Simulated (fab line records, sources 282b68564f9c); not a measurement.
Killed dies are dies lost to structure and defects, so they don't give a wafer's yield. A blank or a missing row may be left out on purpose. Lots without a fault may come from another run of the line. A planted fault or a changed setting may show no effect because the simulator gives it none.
One fault seen from 2 desks | flow rit_cmos | each desk has only its own numbers; what lay behind them comes last

THE TOOL OWNER'S DESK: lpcvd-02
The tool's own readings at RIT_SPACER_CVD_03 (deposits Si3N4 from SiH2Cl2/NH3, target thk 250 nm, time 3300 s): means of the sampled wafers that have a number, for each lot that ran on this tool. A lot is out of limits, marked OUT, if its mean lies more than 4 standard deviations from the usual mean; the brackets give that distance.
Columns: A = sih2cl2_flow_sccm at RIT_SPACER_CVD_03, usual 60.02 sccm; B = spike_tc_load_C at RIT_SPACER_CVD_03, usual 834 C; C = zone_power_centre_pct at RIT_SPACER_CVD_03, usual 39.2 %
lot  | first seen here | A               | B   | C
L538 | day 3 07:26     | 60.01           | 830 | 40.6
L540 | day 3 17:52     | 60.00           | 830 | 40.4
L541 | day 3 21:19     | 59.90           | 830 | 40.3
L542 | day 4 01:02     | 60.16           | 830 | 40.5
L544 | day 4 11:21     | 60.10           | 830 | 40.3
L547 | day 5 02:32     | 60.05           | 830 | 40.6
L551 | day 5 22:22     | 59.87           | 840 | 41.3
L553 | day 6 09:18     | 71.83 (+66) OUT | 841 | 41.3
L554 | day 6 14:31     | 72.03 (+67) OUT | 831 | 40.0
L558 | day 7 11:52     | 72.30 (+68) OUT | 842 | 41.3
This desk's finding: out of limits on L553, L554, L558; first on L553, day 6 09:18 (sih2cl2_flow_sccm at RIT_SPACER_CVD_03). In limits: L538, L540, L541, L542, L544, L547, L551.

THE METROLOGY DESK
What the gauges read, lot by lot, whatever tool the lot ran on: means of the sampled wafers that have a number. A lot is out of limits, marked OUT, if its mean lies more than 4 standard deviations from the usual mean; the brackets give that distance.
Columns: A = SPACER_NITRIDE_THK at RIT_SPACER_THK_MEAS_04, usual 250.5 nm
lot  | first seen here | A
L536 | day 2 23:05     | 247.8
L537 | day 3 02:07     | 251.3
L538 | day 3 09:20     | 250.6
L540 | day 3 19:47     | 249.1
L541 | day 3 23:14     | 252.2
L542 | day 4 02:57     | 249.7
L544 | day 4 13:16     | 250.0
L546 | day 4 23:30     | 249.2
L547 | day 5 04:27     | 252.0
L551 | day 6 00:17     | 252.4
L552 | day 6 05:40     | 249.8
L553 | day 6 11:14     | 266.6 (+8.1) OUT
L554 | day 6 16:26     | 265.5 (+7.5) OUT
L557 | day 7 08:40     | 250.7
L558 | day 7 13:47     | 266.7 (+8.1) OUT
This desk's finding: out of limits on L553, L554, L558; first on L553, day 6 11:14 (SPACER_NITRIDE_THK at RIT_SPACER_THK_MEAS_04). In limits: L536, L537, L538, L540, L541, L542, L544, L546, L547, L551, L552, L557.

PUT TOGETHER
The tool owner's desk could have raised an alarm at day 6 09:18, on L553, L554, L558.
The metrology desk could have raised an alarm at day 6 11:14, on L553, L554, L558.
Of the lots named, all ran RIT_SPACER_CVD_03 on lpcvd-02.

WHAT THE SIMULATOR HAD PUT IN
Process parameter drift: lpcvd-02, from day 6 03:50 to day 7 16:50, at RIT_SPACER_CVD_03. Setting sih2cl2_flow_sccm, moved by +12, from 60. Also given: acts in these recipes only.
Lots struck among those shown: L553, L554, L558.
Hours from the fault's start to each desk's first reading out of limits: the tool owner's desk, 5; the metrology desk, 7.
